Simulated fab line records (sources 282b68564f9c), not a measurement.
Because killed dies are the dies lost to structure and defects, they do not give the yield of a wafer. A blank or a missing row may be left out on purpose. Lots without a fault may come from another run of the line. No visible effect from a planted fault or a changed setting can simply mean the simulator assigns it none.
Which tool is to blame? | flow rit_cmos | Sampling: 14 lots, 42 wafers, 2 of 202 route steps

## WHAT THE GAUGES SHOWED, per wafer
RIT_NRETRO_TW_MEAS_10.
lot  | measured    | on            | NRETRO_TW
L323 | day 2 08:01 | film_metro-03 | 1051 1060 1053
L325 | day 2 18:16 | film_metro-02 | 1050 1044 1049
L326 | day 2 23:02 | film_metro-03 | 1055 1056 1058
L327 | day 3 07:43 | film_metro-01 | 1051 1055 1051
L328 | day 3 12:01 | film_metro-03 | 1066 1064 1066
L330 | day 3 23:38 | film_metro-01 | 1049 1050 1047
L333 | day 4 12:28 | film_metro-01 | 1052 1054 1050
L334 | day 4 18:26 | film_metro-01 | 1052 1049 1055
L335 | day 5 00:23 | film_metro-02 | 992 992 993
L337 | day 5 06:16 | film_metro-02 | 995 989 995
L343 | day 6 14:24 | film_metro-01 | 1046 1045 1047
L344 | day 6 19:23 | film_metro-01 | 1044 1043 1044
L345 | day 6 23:55 | film_metro-02 | 1050 1052 1049
L346 | day 7 01:33 | film_metro-03 | 1062 1059 1062

## EACH LOT AND THE TOOL THAT RAN IT (in order: tool; ch and the chambers of the sampled wafers; start)
lot  | RIT_NRETRO_IMPLANT_08
L323 | implanter-03 ch 0, day 2 07:42
L325 | implanter-03 ch 0, day 2 17:57
L326 | implanter-03 ch 0, day 2 22:44
L327 | implanter-04 ch 0, day 3 07:24
L328 | implanter-01 ch 0, day 3 11:41
L330 | implanter-01 ch 0, day 3 23:19
L333 | implanter-01 ch 0, day 4 12:08
L334 | implanter-03 ch 0, day 4 18:08
L335 | implanter-01 ch 0, day 5 00:04
L337 | implanter-01 ch 0, day 5 05:56
L343 | implanter-03 ch 0, day 6 14:05
L344 | implanter-03 ch 0, day 6 19:04
L345 | implanter-03 ch 0, day 6 23:37
L346 | implanter-03 ch 0, day 7 01:13
- RIT_NRETRO_IMPLANT_08

## AS READ BY THE TOOLS THEMSELVES (means over the sampled wafers that have a number; for cases with no such wafer, the mark the record gives instead)
RIT_NRETRO_IMPLANT_08.
lot  | tool         | beam_on_s (s) | dose_ions_cm2 | faraday_current_uA
L323 | implanter-03 | 9.79          | 1e+13         | 32.3
L325 | implanter-03 | 10.13         | 1e+13         | 31.4
L326 | implanter-03 | 9.92          | 1e+13         | 31.9
L327 | implanter-04 | 9.96          | 1e+13         | 31.8
L328 | implanter-01 | 10.03         | 1e+13         | 31.6
L330 | implanter-01 | 10.01         | 1e+13         | 31.7
L333 | implanter-01 | 9.92          | 1e+13         | 31.9
L334 | implanter-03 | 9.97          | 1e+13         | 31.8
L335 | implanter-01 | 9.93          | 9e+12         | 27.1
L337 | implanter-01 | 10.10         | 9e+12         | 26.6
L343 | implanter-03 | 9.92          | 1e+13         | 32.1
L344 | implanter-03 | 9.94          | 1e+13         | 32.0
L345 | implanter-03 | 9.90          | 1e+13         | 32.0
L346 | implanter-03 | 9.97          | 1e+13         | 31.7

## THE ANSWER, worked out from the rows above alone
Rule: the usual values come from the lots themselves. The widest of any qualifying gaps counts: lots, ordered by their means at a reading, are off when they make up no more than a third of the lots, leave a main group of 4 or more, and stand apart from it by 3 or more times the standard deviation of that group's means. A main group whose means are all the same, to the digits that the tables above print for the reading, isn't used. A lot without any number at a reading at which 4 lots or more have one is off too. Where the step has rows for the other lots, those lots are counted as sound. The gauges are gone through in route order, then the tools' own readings, and for those a lot's mean is taken as printed above. At the first step where some lot is off, the reading lying furthest off is the one used; lots without a number count as furthest.
Off: L335, L337, seen at RIT_NRETRO_TW_MEAS_10 (NRETRO_TW). The main group has a mean of 1052 with a standard deviation of 5.9.
If a tool, at a process step before that reading, ran all the lots that are off and no sound lot after the first of them, it fits. Not tried: the gauges at RIT_NRETRO_TW_MEAS_10; whatever is off there is also off at RIT_NRETRO_IMPLANT_08, on other tools, and gauge error can't account for it. One candidate fits, namely implanter-01 at RIT_NRETRO_IMPLANT_08. A fault onset in the window from L333 (day 4 12:08, its last sound lot) to L335 (day 5 00:04, its first lot off) fits.
The tool's own readings at RIT_NRETRO_IMPLANT_08 bear it out: on the lots that are off they differ by more than 5 times the standard deviation of the sound lots' means. dose_ions_cm2 reads 9e+12 there against 1e+13 on the sound lots; faraday_current_uA reads 26.9 there against 31.9 on the sound lots.

## WHAT HAD BEEN PUT IN BY THE SIMULATOR
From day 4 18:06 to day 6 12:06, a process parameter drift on implanter-01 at RIT_NRETRO_IMPLANT_08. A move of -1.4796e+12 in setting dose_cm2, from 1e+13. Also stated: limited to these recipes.
Lots struck among those shown: L335, L337. The rule above found the same.
